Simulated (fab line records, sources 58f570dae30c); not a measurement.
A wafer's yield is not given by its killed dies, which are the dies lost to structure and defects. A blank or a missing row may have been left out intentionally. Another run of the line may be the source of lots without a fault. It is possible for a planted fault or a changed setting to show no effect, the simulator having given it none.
2 desks looking at one fault    flow berkeleyCmos170    only its own numbers are on each desk; what lay behind them is given at the end

## FOR THE TOOL OWNER'S DESK: furnace-02
The tool's own readings at UCB170_ACTIVE_OXIDATION_02 (target thk 26.4 nm, ox time 1260 s): means of the sampled wafers that have a number, for each lot that ran on this tool. Any lot whose mean is over 4 standard deviations away from the usual mean is out of limits and marked OUT; that distance is given in the brackets.
Columns: A = oxTempCMax at UCB170_ACTIVE_OXIDATION_02, usual 1006.1; B = tubeCenterTempC at UCB170_ACTIVE_OXIDATION_02, usual 1000.0 C
lot   first seen here  A       B
L509  day 3 19:06      1006.1  1000.0
L510  day 4 00:42      1005.6  1000.0
L511  day 4 03:33      1006.8  1000.0
L513  day 4 20:55      1007.9  1000.1
L514  day 4 20:55      1006.8  1000.0
L516  day 5 00:51      1007.2  1000.0
L517  day 5 16:52      1006.6  1000.1
L518  day 6 02:33      1007.5  1000.1
L519  day 6 02:33      1006.7  999.9
L520  day 6 02:33      1005.9  1000.0
L531  day 8 11:56      1006.0  999.9
L532  day 8 11:56      1007.2  1000.1
Finding of this desk: none of the 12 lots has anything out of limits.

## THE METROLOGY DESK
Means of the sampled wafers that have a number, per lot and without regard to the tool the lot ran on: this is what the gauges read. Any lot whose mean is over 4 standard deviations away from the usual mean is out of limits and marked OUT; that distance is given in the brackets.
Columns: A = WELLDRIVE_OXIDE_THK at UCB170_WELLDRIVE_THK_MEAS_02, usual 196 nm; B = ACTIVE_OXIDE_THK at UCB170_ACTIVE_THK_MEAS_03, usual 26.1 nm; C = cdNm at UCB170_ACTIVE_CD_MEAS_90, usual 1199.9 nm
lot   first seen here  A    B               C
L509  day 3 11:03      198  26.3            1199.4
L510  day 3 15:48      190  25.7            1200.4
L511  day 3 20:37      194  26.3            1198.6
L512  day 4 02:38      196  26.5            1199.7
L513  day 4 11:17      196  26.2            1201.5
L514  day 4 11:18      198  26.0            1199.9
L516  day 4 18:20      195  26.0            1200.4
L517  day 5 09:38      200  37.7 (+28) OUT  1198.6
L518  day 5 20:02      197  37.7 (+28) OUT  1202.5
L519  day 5 20:02      199  37.1 (+27) OUT  1199.3
L520  day 5 20:02      192  38.3 (+30) OUT  1199.4
L528  day 7 11:09      199  26.1            1199.9
L529  day 7 11:10      203  26.6            1199.6
L530  day 7 20:33      197  26.4            1202.2
L531  day 8 01:53      198  26.2            1200.2
L532  day 8 07:50      198  26.8            1197.9
This desk finds L517, L518, L519, L520 out of limits, with the earliest case on L517 at day 5 18:14 (ACTIVE_OXIDE_THK at UCB170_ACTIVE_THK_MEAS_03). L509, L510, L511, L512, L513, L514, L516, L528, L529, L530, L531, L532 stayed within limits.

## PUT TOGETHER
L517, L518, L519, L520 would have let the metrology desk raise an alarm at day 5 18:14.
The tool owner's desk saw nothing out of limits.
The tool owner's desk has L517, L518, L519, L520 on record, within its limits.
Of the lots named, all ran UCB170_ACTIVE_OXIDATION_02 on furnace-02.

## WHAT THE SIMULATOR HAD PUT IN
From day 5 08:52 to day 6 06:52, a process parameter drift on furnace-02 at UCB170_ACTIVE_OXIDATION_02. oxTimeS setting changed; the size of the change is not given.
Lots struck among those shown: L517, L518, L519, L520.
Hours from the fault's start to each desk's first reading out of limits: the metrology desk, 9.
